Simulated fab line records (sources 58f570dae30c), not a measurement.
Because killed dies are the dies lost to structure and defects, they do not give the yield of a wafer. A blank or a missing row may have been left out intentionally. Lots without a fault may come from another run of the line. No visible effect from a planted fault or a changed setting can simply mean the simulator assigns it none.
Split-lot trial    flow berkeleyCmos170    on a route of 331 steps: 5 lots, 23 wafers read

== THE SPLIT ==
At UCB170_V1_ETCH_14 (etches SiO2 in CHF3/CF4/Ar, stops on Al, target depth 1250 nm, time 291 s), the setting timeS was moved away from the recipe's 291 s on 11 of the 23 wafers read, by -13.4% to -5.8%. The other wafers ran this setting at the recipe's value.

The split's own step is where the reading is taken.

== THE READING ==
oesProductAu, in a.u., at UCB170_V1_ETCH_14 (etches SiO2 in CHF3/CF4/Ar, stops on Al, target depth 1250 nm, time 291 s). On this fab line, fault-free wafers typically give 0.879 a.u. with a standard deviation of 0.012 a.u.

wafer   tool, chamber at the split  timeS as run, s  against the recipe  oesProductAu, a.u.  against lot-mates on the recipe
L074.1  rieDiel-01, 2               291              recipe              0.877               -
L074.5  rieDiel-01, 3               291              recipe              0.859               -
L074.6  rieDiel-01, 0               291              recipe              0.888               -
L076.1  rieDiel-01, 2               291              recipe              0.876               -
L076.3  rieDiel-01, 3               252              -13.4%              0.955               +0.071
L076.4  rieDiel-01, 0               291              recipe              0.892               -
L076.5  rieDiel-01, 3               252              -13.4%              0.941               +0.057
L076.6  rieDiel-01, 0               252              -13.4%              0.969               +0.085
L083.1  rieDiel-01, 2               270              -7.2%               0.917               +0.033
L083.3  rieDiel-01, 0               270              -7.2%               0.938               +0.054
L083.4  rieDiel-01, 1               291              recipe              0.888               -
L083.5  rieDiel-01, 0               270              -7.2%               0.935               +0.051
L083.6  rieDiel-01, 1               291              recipe              0.880               -
L085.1  rieDiel-01, 2               291              recipe              0.874               -
L085.2  rieDiel-01, 1               291              recipe              0.880               -
L085.4  rieDiel-01, 3               274.2            -5.8%               0.893               +0.013
L085.5  rieDiel-01, 2               291              recipe              0.885               -
L085.6  rieDiel-01, 1               274.2            -5.8%               0.912               +0.032
L084.1  rieDiel-01, 0               263.4            -9.5%               0.952               +0.077
L084.2  rieDiel-01, 2               263.4            -9.5%               0.934               +0.059
L084.4  rieDiel-01, 3               263.4            -9.5%               0.918               +0.043
L084.5  rieDiel-01, 2               291              recipe              0.868               -
L084.6  rieDiel-01, 1               291              recipe              0.883               -

FIT RESULTS
A straight line over all 23 wafers: oesProductAu changes by -0.00581 a.u. for each +1% of timeS; r = -0.94; the points scatter about the line by 0.012 a.u.
The same after taking each lot's own level away (the mean of its wafers on the recipe; 23 wafers): -0.00561 a.u. for each +1%; r = -0.94; scatter 0.011 a.u.
That fit puts the effect of the largest move of timeS on the reading at 0.075 a.u.
Measured against the standard deviation above, the lots' own levels, which go from 0.8747 to 0.8840 a.u., span 0.8 times it.
Consequently the slope shifts little with the lot-to-lot level, the two slopes agreeing.
Check: +0.0762 a.u. against its lot-mates is what the line predicts for one of the wafers moved furthest among these (-13.4%) when that wafer is left out of the fit. It came out at +0.071 a.u. against them.
Tool readings at the split's step, against how far the setting was moved: oesProductAu r = -0.94.

== THESE WAFERS: OTHER SPLITS ==
These wafers also went through other splits before the reading. Each is held against what the fit with the lots' levels taken away leaves over:
other split on the same wafers     wafers away from the commonest value  r with oesProductAu (lot level and that fit taken away)
UCB170_GATE_ETCH_14 pressureMtorr  15                                    -0.27
UCB170_NLDD_IMPLANT_08 energyKev   9                                     -0.04
UCB170_SPACER_CVD_00 timeS         8                                     +0.06
UCB170_NSD_STRIP_09 powerW         8                                     -0.16
UCB170_M1_SPUTTER_00 timeS         9                                     +0.31
UCB170_M1_COAT_04 resistThkNm      7                                     +0.05

== THE WHOLE CHAIN: every reading that the file lists as answering this split, in the file's order ==
step                what it does                                                               reading                                                                   change (the file's fit)                    r (the file's)
UCB170_V1_ETCH_14   etches SiO2 in CHF3/CF4/Ar, stops on Al, target depth 1250 nm, time 291 s  oesProductAu                                                              -0.00555 a.u. for each +1% of the setting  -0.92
UCB170_V1_ETCH_14   etches SiO2 in CHF3/CF4/Ar, stops on Al, target depth 1250 nm, time 291 s  KrF_of_V1_COAT_07.thkNm (the simulator's own value, which no gauge read)  -2.74 nm for each +1% of the setting       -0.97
UCB170_V1_STRIP_15  strips in O2                                                               stripTimeToEndpointS                                                      withheld for each +1% of the setting       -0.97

== THE FILE'S OWN FIT ==
oesProductAu changes by -0.00555 a.u. for each +1% of timeS, r = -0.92.
